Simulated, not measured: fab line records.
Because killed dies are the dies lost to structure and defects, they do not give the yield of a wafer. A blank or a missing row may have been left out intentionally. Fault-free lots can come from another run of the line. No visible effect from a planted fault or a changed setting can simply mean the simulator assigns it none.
Which tool was responsible? / flow berkeley-cmos170 / 39 wafers sampled from 13 lots at 1 step of a route of 331

== WHAT THE GAUGES SHOWED, per wafer ==
The record lacks any reading of a measuring or inspecting step that a usual standard deviation could be used to judge.

== WHAT TOOL EACH LOT RAN ON (gives the tool, then ch and the chambers of the sampled wafers, and finally the start) ==
lot=L305; UCB170_ACTIVE_EXPOSE_10=krf-scanner-02 ch 0, day 4 15:10
lot=L306; UCB170_ACTIVE_EXPOSE_10=krf-scanner-02 ch 0, day 4 15:19
lot=L307; UCB170_ACTIVE_EXPOSE_10=krf-scanner-02 ch 0, day 4 22:37
lot=L308; UCB170_ACTIVE_EXPOSE_10=krf-scanner-01 ch 0, day 4 22:50
lot=L309; UCB170_ACTIVE_EXPOSE_10=krf-scanner-02 ch 0, day 5 05:59
lot=L310; UCB170_ACTIVE_EXPOSE_10=krf-scanner-02 ch 0, day 5 16:23
lot=L312; UCB170_ACTIVE_EXPOSE_10=krf-scanner-01 ch 0, day 5 16:35
lot=L311; UCB170_ACTIVE_EXPOSE_10=krf-scanner-01 ch 0, day 5 16:43
lot=L313; UCB170_ACTIVE_EXPOSE_10=krf-scanner-01 ch 0, day 6 03:50
lot=L317; UCB170_ACTIVE_EXPOSE_10=krf-scanner-02 ch 0, day 6 17:36
lot=L320; UCB170_ACTIVE_EXPOSE_10=krf-scanner-01 ch 0, day 7 18:59
lot=L324; UCB170_ACTIVE_EXPOSE_10=krf-scanner-01 ch 0, day 8 19:47
lot=L326; UCB170_ACTIVE_EXPOSE_10=krf-scanner-01 ch 0, day 9 12:40
- UCB170_ACTIVE_EXPOSE_10: exposes mask ACTIVE, target cd 1200 nm.

== AS READ BY THE TOOLS THEMSELVES (means over the sampled wafers that have a number; for cases with no such wafer, the mark the record gives instead) ==
UCB170_ACTIVE_EXPOSE_10. Usual: exposure-dose-mJ-cm2 reads 19.982 (standard deviation 0.019).
lot=L305 tool=krf-scanner-02 exposure-dose-mJ-cm2=19.969 flag=
lot=L306 tool=krf-scanner-02 exposure-dose-mJ-cm2=19.995 flag=
lot=L307 tool=krf-scanner-02 exposure-dose-mJ-cm2=19.988 flag=
lot=L308 tool=krf-scanner-01 exposure-dose-mJ-cm2=19.975 flag=
lot=L309 tool=krf-scanner-02 exposure-dose-mJ-cm2=19.961 flag=
lot=L310 tool=krf-scanner-02 exposure-dose-mJ-cm2=19.995 flag=
lot=L312 tool=krf-scanner-01 exposure-dose-mJ-cm2=19.998 flag=
lot=L311 tool=krf-scanner-01 exposure-dose-mJ-cm2=19.967 flag=
lot=L313 tool=krf-scanner-01 exposure-dose-mJ-cm2=20.009 flag=
lot=L317 tool=krf-scanner-02 exposure-dose-mJ-cm2=19.803 flag=OFF
lot=L320 tool=krf-scanner-01 exposure-dose-mJ-cm2=19.990 flag=
lot=L324 tool=krf-scanner-01 exposure-dose-mJ-cm2=20.000 flag=
lot=L326 tool=krf-scanner-01 exposure-dose-mJ-cm2=19.979 flag=

== THE ANSWER, worked out from the rows above alone ==
Rule: a lot counts as off when the mean over its wafers that have a number is more than 3 standard deviations away from the usual mean. A lot without any number at a reading at which 4 lots or more have one is off too. Where the step has rows for the other lots, those lots are counted as sound. Order of review: gauges by route order, followed by the tools' own readings, for which a lot's mean as printed above is used. The first step at which some lot is off is used, and at that step the reading that is off furthest; a lot without a number counts as furthest.
Off: L317, at UCB170_ACTIVE_EXPOSE_10 (exposure-dose-mJ-cm2).
If a tool, at that step or one of the process steps before it, ran each lot that is off and ran no sound lot following the first of them, it fits. One fits: krf-scanner-02 at UCB170_ACTIVE_EXPOSE_10. A fault onset in the window from L310 (day 5 16:23, its last sound lot) to L317 (day 6 17:36, its first lot off) fits.
The tool's own readings at UCB170_ACTIVE_EXPOSE_10 bear it out: on the lots that are off they differ by more than 5 times the standard deviation of the sound lots' means. exposure-dose-mJ-cm2 reads 19.803 there against 19.986 on the sound lots.

== WHAT THE SIMULATOR HAD INSERTED ==
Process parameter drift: krf-scanner-02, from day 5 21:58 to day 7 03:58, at UCB170_ACTIVE_EXPOSE_10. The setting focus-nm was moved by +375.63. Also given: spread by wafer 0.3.
Lots struck among those shown: L317. The same result came from the rule above.
